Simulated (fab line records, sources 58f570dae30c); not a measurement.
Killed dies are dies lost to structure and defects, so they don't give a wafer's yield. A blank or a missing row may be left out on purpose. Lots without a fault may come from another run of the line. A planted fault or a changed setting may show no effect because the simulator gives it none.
Which tool did it? | flow berkeley_cmos170 | 7 lots, 21 wafers sampled, at 2 steps of a route of 331

WHAT THE GAUGES READ, wafer by wafer
UCB170_NWELL_TW_MEAS_16.
lot  | measured    | on            | NWELL_TW
L855 | day 3 04:05 | film_metro-04 | 1256 1259 1249
L858 | day 3 16:16 | film_metro-04 | 1256 1255 1253
L861 | day 3 23:10 | film_metro-04 | 1251 1255 1254
L864 | day 4 06:41 | film_metro-01 | 1362 1360 1367
L869 | day 5 17:52 | film_metro-04 | 1255 1251 1249
L874 | day 6 23:49 | film_metro-03 | 1257 1253 1249
L876 | day 7 03:55 | film_metro-04 | 1259 1260 1250

WHICH TOOL RAN EACH LOT (tool, then ch and the chambers of the sampled wafers, then the start)
lot  | UCB170_NWELL_IMPLANT_14
L855 | implanter-04 ch 0, day 3 03:52
L858 | implanter-04 ch 0, day 3 16:02
L861 | implanter-03 ch 0, day 3 22:56
L864 | implanter-04 ch 0, day 4 06:26
L869 | implanter-03 ch 0, day 5 17:39
L874 | implanter-02 ch 0, day 6 23:34
L876 | implanter-03 ch 0, day 7 03:41
- UCB170_NWELL_IMPLANT_14

THE ANSWER, worked out from the rows above alone
Rule: what is usual is taken from the lots themselves. Put in order of their means at a reading, lots are off if they are a third of the lots or fewer, leave a main group of 4 or more, and stand apart from it by a gap of 3 or more times the standard deviation of the main group's means; of several such gaps the widest counts. A main group whose means are all the same, to the digits that the tables above print for the reading, isn't used. A lot without any number at a reading at which 4 lots or more have one is off too. The other lots that the step has rows for count as sound.
Off: L864, at UCB170_NWELL_TW_MEAS_16 (NWELL_TW). The main group: mean 1254, standard deviation 1.5.
A tool fits if, at a process step before that reading, it ran every lot that is off, and no sound lot after the first of them. The gauges at UCB170_NWELL_TW_MEAS_16 are tried like those tools. Can't be told from this: 2 tools fit, implanter-04 at UCB170_NWELL_IMPLANT_14, film_metro-01 at UCB170_NWELL_TW_MEAS_16.

WHAT THE SIMULATOR HAD PUT IN
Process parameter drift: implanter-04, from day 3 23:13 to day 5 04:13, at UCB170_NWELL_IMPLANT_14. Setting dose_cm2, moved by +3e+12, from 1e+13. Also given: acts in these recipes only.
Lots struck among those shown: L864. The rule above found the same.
